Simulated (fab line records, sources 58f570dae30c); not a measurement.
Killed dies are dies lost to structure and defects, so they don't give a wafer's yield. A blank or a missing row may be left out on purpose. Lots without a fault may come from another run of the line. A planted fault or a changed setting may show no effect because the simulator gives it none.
fab line records | flow berkeley_cmos170
record lots=14 wafers=42 last_day=12
route steps=331 shown ZERO@6
lots that met no fault: from a run of the same line without faults
start_h: hours from the record's first day to the start of the lot's first wafer shown | wait_h: hours since the lot's step before | " the same as in the row above | L1.1+2: a row that stands for several wafers | - no value, or no start given | * or withheld: withheld | < > ~ a bound
route shown NAME@n: a module of which the file shows steps, and the number in the route of the first | usual: mean/standard deviation of fault-free wafers | same: alike in all rows | chamber/n: place in a boat | sites: the reading at each site | _std_site: their standard deviation | _edge_site: outer sites' mean less inner sites' | radius_mm: how far each site lies from the wafer's centre | mask NAME#n: copy n | behind: the tool/chamber that last shaped the wafer | hold: why the lot was held/for how many hours/how that ended | device: the transistor (n, p or np) that didn't switch | end of line: the same wafers' tests at the end of the route | a step without rows: its recipe alone | killed: dies lost to structure and defects at the first sort, not the wafer's yield | map: a wafer's dies, x killed, . not, _ none there
set.NAME: the setting as run; set.NAME@STEP: as run at that earlier step | model.NAME: the simulator's own value behind a step, which no gauge read
steps of the route over a sample of lots; a table a step, a row a wafer
## steps
# step UCB170_ZERO_HMDS_00
# recipe prime_time_s=60 prime_temp_c=100
# usual prime_temp_c=100.02/0.13
# columns lot.wafer tool chamber start_h wait_h prime_temp_c
L310.1 litho_track-04 0 21.38 0.3 99.99
L310.4 " 0 " " 100.11
L310.6 " 0 " " 99.96
L311.2 litho_track-02 0 26.99 0.3 99.97
L311.3 " 0 " " 100.08
L311.4 " 0 " " 100.07
L312.1 litho_track-02 0 31.42 0.0 99.91
L312.2 " 0 " " 99.92
L312.3 " 0 " " 99.73
L314.1 litho_track-01 0 42.06 0.0 100.31
L314.3 " 0 " " 100.26
L314.4 " 0 " " 100.09
L315.1 litho_track-02 0 45.71 0.0 100.09
L315.2 " 0 " " 100.11
L315.6 " 0 " " 100.20
L316.1 litho_track-04 0 51.31 0.0 99.80
L316.4 " 0 " " 99.97
L316.5 " 0 " " 100.04
L317.2 litho_track-04 0 57.39 0.0 100.23
L317.4 " 0 " " 99.94
L317.6 " 0 " " 99.98
L318.2 litho_track-01 0 57.39 0.0 100.10
L318.4 " 0 " " 100.06
L318.6 " 0 " " 100.01
L320.4 litho_track-04 0 76.95 0.2 101.68
L320.5 " 0 " " 101.59
L320.6 " 0 " " 101.60
L321.2 litho_track-02 0 76.97 0.2 100.04
L321.4 " 0 " " 99.82
L321.5 " 0 " " 100.07
L323.2 litho_track-04 0 82.78 0.3 101.38
L323.5 " 0 " " 101.36
L323.6 " 0 " " 101.45
L328.1 litho_track-01 0 112.58 0.2 100.24
L328.2 " 0 " " 100.06
L328.4 " 0 " " 99.95
L329.2 litho_track-02 0 112.78 0.4 99.91
L329.4 " 0 " " 100.06
L329.5 " 0 " " 99.94
L331.1 litho_track-02 0 126.20 0.0 99.98
L331.4 " 0 " " 100.03
L331.6 " 0 " " 99.84
## key
first_sign step=UCB170_ZERO_HMDS_00 reading=prime_temp_c direction=up sigmas=11 usual=* struck=*
effect none on later readings
met_at UCB170_ZERO_HMDS_00
struck_lots L320,L323
tester_left_out L320,L323
onset_between 57.39 76.95
fault kind=process_parameter_drift tool=litho_track-04 chamber=- onset_h=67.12 steps=UCB170_ZERO_HMDS_00 channel=prime_temp_c offset=* shape=step end_h=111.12 acts_in=* stated=*
# tester_left_out: of these lots the tester's yield and bins aren't shown, on N5 and GAA mostly nor the transistor test; their killed dies are dies lost to structure and defects alone, not to doping, threshold or leakage, so they don't give the yield
